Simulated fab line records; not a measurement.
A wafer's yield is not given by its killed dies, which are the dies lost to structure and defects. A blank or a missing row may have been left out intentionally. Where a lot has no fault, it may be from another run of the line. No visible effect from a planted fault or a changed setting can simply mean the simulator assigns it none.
Which tool was responsible? / flow rit_cmos / 13 lots with 39 wafers sampled at 2 steps, on a route of 202 steps

## WHAT THE GAUGES READ, wafer by wafer
RIT_PLDD_TW_MEAS_10.
lot=L684; measured=day 3 08:01; on=film_metro-04; PLDD_TW=2326 2319 2323
lot=L685; measured=day 3 08:20; on=film_metro-03; PLDD_TW=2321 2336 2337
lot=L686; measured=day 3 22:36; on=film_metro-01; PLDD_TW=2344 2342 2335
lot=L688; measured=day 4 06:04; on=film_metro-03; PLDD_TW=2310 2316 2325
lot=L689; measured=day 4 06:19; on=film_metro-04; PLDD_TW=2322 2323 2320
lot=L690; measured=day 4 08:20; on=film_metro-01; PLDD_TW=2334 2348 2330
lot=L694; measured=day 5 07:11; on=film_metro-01; PLDD_TW=2345 2338 2335
lot=L695; measured=day 5 14:23; on=film_metro-04; PLDD_TW=2331 2329 2328
lot=L696; measured=day 5 16:28; on=film_metro-04; PLDD_TW=2328 2327 2329
lot=L699; measured=day 6 08:53; on=film_metro-04; PLDD_TW=30 30 30
lot=L703; measured=day 7 12:47; on=film_metro-04; PLDD_TW=2327 2330 2334
lot=L705; measured=day 8 03:41; on=film_metro-04; PLDD_TW=2338 2335 2341
lot=L706; measured=day 8 04:05; on=film_metro-03; PLDD_TW=2322 2323 2327

## TOOL THAT RAN EACH LOT (tool first, then ch and the chambers of the sampled wafers, then the start)
lot=L684; RIT_NLDD_STRIP_09=plasma_asher-02 ch 0,1, day 3 06:24
lot=L685; RIT_NLDD_STRIP_09=plasma_asher-01 ch 0,1, day 3 06:40
lot=L686; RIT_NLDD_STRIP_09=plasma_asher-01 ch 0, day 3 20:52
lot=L688; RIT_NLDD_STRIP_09=plasma_asher-03 ch 0,1, day 4 04:23
lot=L689; RIT_NLDD_STRIP_09=plasma_asher-01 ch 0,1, day 4 04:38
lot=L690; RIT_NLDD_STRIP_09=plasma_asher-02 ch 0,1, day 4 06:44
lot=L694; RIT_NLDD_STRIP_09=plasma_asher-01 ch 0,1, day 5 05:32
lot=L695; RIT_NLDD_STRIP_09=plasma_asher-02 ch 0,1, day 5 12:39
lot=L696; RIT_NLDD_STRIP_09=plasma_asher-02 ch 0,1, day 5 14:52
lot=L699; RIT_NLDD_STRIP_09=plasma_asher-01 ch 0,1, day 6 07:10
lot=L703; RIT_NLDD_STRIP_09=plasma_asher-03 ch 0,1, day 7 11:14
lot=L705; RIT_NLDD_STRIP_09=plasma_asher-02 ch 0,1, day 8 02:06
lot=L706; RIT_NLDD_STRIP_09=plasma_asher-03 ch 0,1, day 8 02:24
- RIT_NLDD_STRIP_09: strips in O2, time 180 s.

## WHAT THE TOOLS THEMSELVES READ (means of the sampled wafers that have a number; where no wafer has one, the mark that the record gives instead)
RIT_NLDD_STRIP_09.
lot=L684; tool=plasma_asher-02; drypump_motor_current_A (A)=6.09; run_length_s (s)=207.9
lot=L685; tool=plasma_asher-01; drypump_motor_current_A (A)=5.70; run_length_s (s)=208.2
lot=L686; tool=plasma_asher-01; drypump_motor_current_A (A)=5.63; run_length_s (s)=207.7
lot=L688; tool=plasma_asher-03; drypump_motor_current_A (A)=5.71; run_length_s (s)=208.2
lot=L689; tool=plasma_asher-01; drypump_motor_current_A (A)=5.69; run_length_s (s)=208.1
lot=L690; tool=plasma_asher-02; drypump_motor_current_A (A)=6.07; run_length_s (s)=207.9
lot=L694; tool=plasma_asher-01; drypump_motor_current_A (A)=5.69; run_length_s (s)=208.3
lot=L695; tool=plasma_asher-02; drypump_motor_current_A (A)=6.06; run_length_s (s)=208.0
lot=L696; tool=plasma_asher-02; drypump_motor_current_A (A)=6.17; run_length_s (s)=207.9
lot=L699; tool=plasma_asher-01; drypump_motor_current_A (A)=5.68; run_length_s (s)=72.4
lot=L703; tool=plasma_asher-03; drypump_motor_current_A (A)=5.68; run_length_s (s)=208.2
lot=L705; tool=plasma_asher-02; drypump_motor_current_A (A)=6.08; run_length_s (s)=207.9
lot=L706; tool=plasma_asher-03; drypump_motor_current_A (A)=5.71; run_length_s (s)=208.3

## THE ANSWER, worked out from the rows above alone
Rule: what is usual is taken from the lots themselves. The widest of any qualifying gaps counts: lots, ordered by their means at a reading, are off when they make up no more than a third of the lots, leave a main group of 4 or more, and stand apart from it by 3 or more times the standard deviation of that group's means. A main group whose means are all the same, to the digits that the tables above print for the reading, isn't used. Also off: a lot with no number at a reading for which 4 or more lots have one. The other lots that the step has rows for count as sound. First the gauges in route order, then the tools' own readings, where a lot's mean is used as printed above. The first step at which some lot is off is used, and at that step the reading that is off furthest; a lot without a number counts as furthest.
Off: L699, at RIT_PLDD_TW_MEAS_10 (PLDD_TW). Mean 2330 and standard deviation 7.3 in the main group.
If a tool, at a process step before that reading, ran all the lots that are off and no sound lot after the first of them, it fits. Not tried: the gauges at RIT_PLDD_TW_MEAS_10; whatever is off there is also off at RIT_NLDD_STRIP_09, on other tools, and gauge error can't account for it. One fits: plasma_asher-01 at RIT_NLDD_STRIP_09. A fault onset in the window from L694 (day 5 05:32, its last sound lot) to L699 (day 6 07:10, its first lot off) fits.
On the lots that are off, the tool's own readings at RIT_NLDD_STRIP_09 differ by more than 5 times the standard deviation of the sound lots' means, which bears it out; run_length_s reads 72.4 s there versus 208.1 s on the sound lots.

## WHAT THE SIMULATOR PUT IN
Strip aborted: plasma_asher-01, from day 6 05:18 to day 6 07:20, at RIT_NLDD_STRIP_09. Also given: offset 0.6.
Shown lots that were struck: L699. Same finding as the rule above.
